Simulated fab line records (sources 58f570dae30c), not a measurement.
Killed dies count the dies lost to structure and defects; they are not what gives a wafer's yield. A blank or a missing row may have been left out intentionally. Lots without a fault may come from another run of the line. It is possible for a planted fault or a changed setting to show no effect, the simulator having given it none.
A lot that was struck, set against a sound lot | flow berkeley cmos170 | 23 steps out of a route of 331
Sound: these wafers, L851.2, L851.4, L851.5. Struck: wafers L854.2, L854.3, L854.6. At the end, the cause is stated.
Per side, at each step with rows, come the tool, then ch with its chambers, and then its first start. Under that, the readings that differ: sound wafers | struck wafers | difference of the means | sigmas: that difference in standard deviations of wafers without a fault.
alike: same words and numbers on both sides, and readings whose means sit less than 2 such deviations apart. not compared: any withheld reading, any reading some wafer has no value for, any bound like >300 that may hide the same value, and any number with overlapping values for which the record gives no deviation.
Wherever a step has rows on one side only, a row that says differs or no value, or a row with sigmas, the two part there. Numbers that don't overlap but have no deviation are shown without sigmas and don't part them. A reading that every wafer of one side lacks parts them only if that side has two wafers or more.

UCB170_NWELL_TW_MEAS_16:
  struck on film metro-04, day 3 20:23; sound on film metro-04, day 3 07:55
  alike: NWELL_TW
then, 6 steps without rows for these wafers: UCB170_NWELL_CLEAN_17 (cleans in SPM, time 600 s); UCB170_NWELL_WET_ETCH_18 (etches Si3N4 in H3PO4, time 14400 s); UCB170_NWELL_WET_ETCH_19 (etches SiO2 in BOE, time 22 s); UCB170_PWELL_CLEAN_00 (cleans in SPM, time 600 s); UCB170_PWELL_CLEAN_01 (cleans in dHF, time 60 s); UCB170_PWELL_OXIDATION_02 (target thk 26.4 nm, ox time 1260 s).
UCB170_PWELL_THK_MEAS_03:
  struck on film metro-03, day 4 10:07; sound on film metro-02, day 3 15:14
  alike: PWELL_OXIDE_THK
then, 2 steps without rows for these wafers: UCB170_PWELL_ANNEAL_04 (time 900 s); UCB170_PWELL_CVD_05 (deposits Si3N4 from SiH2Cl2/NH3, target thk 220 nm, time 3300 s).
UCB170_PWELL_THK_MEAS_06:
  struck on film metro-04, day 4 16:17; sound on film metro-04, day 3 21:45
  alike: PWELL_NITRIDE_THK
then, 1 step without rows for these wafers: UCB170_PWELL_HMDS_07 (prime time 60 s).
UCB170_PWELL_COAT_08: resist thk 900 nm.
  sound on litho track-03 ch 0, day 3 21:58; struck on litho track-03 ch 0, day 4 16:31
  reading                                | sound             | struck          | difference | sigmas
  model.KrF_of_PWELL_COAT_08.thk nm (nm) | 904.3 903.4 903.6 | 995.5 999.1 997 | +93.4      |
then, 4 steps without rows for these wafers: UCB170_PWELL_SOFTBAKE_09 (time 60 s); UCB170_PWELL_EXPOSE_10 (exposes mask PWELL, target cd 3000 nm); UCB170_PWELL_PEB_11; UCB170_PWELL_DEVELOP_12 (develop time 45 s).
UCB170_PWELL_OVL_MEAS_13:
  struck on overlay-01, day 4 17:19; sound on overlay-01, day 3 22:59
  reading        | sound     | struck | difference | sigmas
  PWELL_OVL (nm) | -7 -11 -5 | 7 4 8  | +14        | +3
UCB170_PWELL_ETCH_14: etches Si3N4 in CH3F/Ar/O2, stops on SiO2, target depth 242 nm, time 151 s.
  sound on rie diel-02 ch 0,3, day 3 23:01; struck on rie diel-03 ch 1,2,3, day 4 17:20
  reading                                | sound             | struck          | difference | sigmas
  model.KrF_of_PWELL_COAT_08.thk nm (nm) | 731.2 727.3 730.8 | 814.5 822 821.5 | +89.6      |
  alike: drypump motor current A, oes product au, throttle valve pct
  not compared: rf hours counter h
next, for these wafers, 1 step has no rows: UCB170_PWELL_IMPLANT_15.
UCB170_PWELL_STRIP_16: strips in O2.
  sound on plasma asher-04 ch 1, day 3 23:19; struck on plasma asher-01 ch 0, day 4 17:35
  reading                      | sound             | struck            | difference | sigmas
  strip time to endpoint s (s) | 18.24 18.15 18.25 | 20.24 20.42 20.41 | +2.14      | +23
  alike: drypump motor current A, oes product au
  not compared: rf hours counter h
UCB170_PWELL_TW_MEAS_17:
  struck on film metro-04, day 4 17:42; sound on film metro-02, day 3 23:25
  reading  | sound             | struck            | difference | sigmas
  PWELL_TW | 384.2 383.1 381.5 | 374.4 375.2 376.8 | -7.5       | -3
-- the record jumps here: 5 days lie between the struck wafers' starts before and after (it left off in module PWELL and takes up again in module M3, whose first step shown is number 331 of the route) --
UCB170_M3_PROBE_99:
  record: rows for the struck wafers here (prober-02, day 9 08:19), none for the sound ones

## WHERE THEY PART
At UCB170_PWELL_OVL_MEAS_13 first; at UCB170_M3_PROBE_99 last (within this record only).

WHY: what had been put in by the simulator
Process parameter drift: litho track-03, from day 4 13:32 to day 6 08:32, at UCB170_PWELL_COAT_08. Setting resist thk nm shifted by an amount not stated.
